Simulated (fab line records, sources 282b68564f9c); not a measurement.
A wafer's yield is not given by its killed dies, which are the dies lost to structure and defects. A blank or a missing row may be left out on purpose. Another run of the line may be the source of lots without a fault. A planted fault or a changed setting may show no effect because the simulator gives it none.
Check of tool commonality | flow ritCmos | 15 lots and 45 wafers in the sample

## REASON FOR OPENING
Of 15 lots, 3 have the reading REOX_OXIDE_THK flagged at RIT_REOX_THK_MEAS_04. Wafers without a fault read 25.0 nm, standard deviation 0.55.
Rule: a lot is flagged when every wafer of it that has a number lies more than 4 standard deviations from that mean, or none has a number. The other lots count as sound.

lot  | measured    | on           | REOX_OXIDE_THK (nm), wafer by wafer | flag
L618 | day 2 20:58 | filmMetro-02 | 26.2 26.4 26.3                      | 
L621 | day 3 10:58 | filmMetro-02 | 24.3 24.3 24.2                      | 
L622 | day 3 23:10 | filmMetro-04 | 25.6 24.8 25.0                      | 
L623 | day 4 03:08 | filmMetro-01 | 24.7 24.6 24.6                      | 
L626 | day 4 18:42 | filmMetro-02 | 24.8 24.8 25.2                      | 
L628 | day 5 01:40 | filmMetro-01 | 28.1 27.8 28.2                      | FLAGGED
L627 | day 5 03:57 | filmMetro-02 | 24.8 25.2 24.8                      | 
L629 | day 5 05:34 | filmMetro-02 | 28.6 28.5 28.9                      | FLAGGED
L631 | day 5 15:28 | filmMetro-02 | 28.6 28.5 28.6                      | FLAGGED
L632 | day 5 19:07 | filmMetro-02 | 25.8 25.5 25.7                      | 
L634 | day 6 05:58 | filmMetro-01 | 24.8 25.3 25.4                      | 
L635 | day 6 12:05 | filmMetro-04 | 25.2 25.2 25.1                      | 
L637 | day 6 22:38 | filmMetro-04 | 25.0 24.9 25.0                      | 
L638 | day 7 04:11 | filmMetro-02 | 24.5 24.4 24.2                      | 
L641 | day 7 20:29 | filmMetro-04 | 25.5 25.4 25.4                      | 
On average the flagged lots' numbers are 28.4 nm, which is +3.4 nm against the usual, or +6 standard deviations.

## TOOL THAT RAN EACH LOT
Before the reading, the record contains 2 process steps out of a 202-step route. Cell contents, in order: the tool; ch with the chambers the sampled wafers went through; the start.
lot  | flag    | RIT_ACTIVE_STRIP_14                | RIT_REOX_OXIDATION_03
L618 |         | plasmaAsher-04 ch 0,1, day 1 15:44 | furnace-01 ch 0, day 2 18:23
L621 |         | plasmaAsher-02 ch 0,1, day 2 06:02 | furnace-04 ch 0, day 3 08:25
L622 |         | plasmaAsher-01 ch 0,1, day 2 10:54 | furnace-04 ch 0, day 3 20:37
L623 |         | plasmaAsher-02 ch 0,1, day 2 16:05 | furnace-03 ch 0, day 4 00:35
L626 |         | plasmaAsher-04 ch 0,1, day 3 07:02 | furnace-03 ch 0, day 4 16:08
L628 | FLAGGED | plasmaAsher-04 ch 0,1, day 3 18:27 | furnace-04 ch 0, day 4 23:07
L627 |         | plasmaAsher-04 ch 0,1, day 3 13:54 | furnace-01 ch 0, day 5 01:23
L629 | FLAGGED | plasmaAsher-04 ch 0,1, day 4 03:50 | furnace-04 ch 0, day 5 03:01
L631 | FLAGGED | plasmaAsher-04 ch 0,1, day 4 07:59 | furnace-04 ch 0, day 5 12:54
L632 |         | plasmaAsher-01 ch 0,1, day 4 14:32 | furnace-03 ch 0, day 5 16:34
L634 |         | plasmaAsher-02 ch 0,1, day 4 23:24 | furnace-01 ch 0, day 6 03:24
L635 |         | plasmaAsher-01 ch 0,1, day 5 05:04 | furnace-03 ch 0, day 6 09:31
L637 |         | plasmaAsher-04 ch 0,1, day 5 14:03 | furnace-01 ch 0, day 6 20:05
L638 |         | plasmaAsher-04 ch 0,1, day 5 19:06 | furnace-03 ch 0, day 7 01:38
L641 |         | plasmaAsher-01 ch 0,1, day 6 10:52 | furnace-03 ch 0, day 7 17:56
What is done by these steps:
- RIT_ACTIVE_STRIP_14: strips in O2, time 180 s.
- RIT_REOX_OXIDATION_03: target thk 25.2 nm, ox time 5580 s.
- RIT_REOX_THK_MEAS_04

## FLAGGED OVER TOTAL, TOOL BY TOOL (the gauges that took the reading come last)
step                  | tool           | lots run | flagged | share of the flagged lots | sound lots run after its first flagged lot
RIT_ACTIVE_STRIP_14   | plasmaAsher-01 | 4        | 0       | none                      | -
RIT_ACTIVE_STRIP_14   | plasmaAsher-02 | 3        | 0       | none                      | -
RIT_ACTIVE_STRIP_14   | plasmaAsher-04 | 8        | 3       | all                       | 2 (L637,L638)
RIT_REOX_OXIDATION_03 | furnace-01     | 4        | 0       | none                      | -
RIT_REOX_OXIDATION_03 | furnace-03     | 6        | 0       | none                      | -
RIT_REOX_OXIDATION_03 | furnace-04     | 5        | 3       | all                       | 0
RIT_REOX_THK_MEAS_04  | filmMetro-01   | 3        | 1       | some                      | 1 (L634)
RIT_REOX_THK_MEAS_04  | filmMetro-02   | 8        | 2       | some                      | 2 (L632,L638)
RIT_REOX_THK_MEAS_04  | filmMetro-04   | 4        | 0       | none                      | -

## WHAT THE TABLE ALLOWS
In 2 table rows, all flagged lots were run: plasmaAsher-04 (RIT_ACTIVE_STRIP_14), furnace-04 (RIT_REOX_OXIDATION_03).
- plasmaAsher-04 at RIT_ACTIVE_STRIP_14 ran 8 lots, 3 of them flagged. Lots that were sound ran on it after the first flagged one (L637, L638); a persistent fault on the entire tool would not allow that.
- furnace-04 at RIT_REOX_OXIDATION_03 ran 5 lots, 3 of them flagged. Its last sound lot is L622 (day 3 20:37), its first flagged lot L628 (day 4 23:07): a fault that began between those two fits.
One tool is left: furnace-04 at RIT_REOX_OXIDATION_03.

## WHAT HAD BEEN PUT IN BY THE SIMULATOR
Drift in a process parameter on furnace-04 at RIT_REOX_OXIDATION_03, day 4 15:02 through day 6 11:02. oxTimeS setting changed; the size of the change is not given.
Shown lots that were struck: L628, L629, L631. The rule given above showed the same thing.
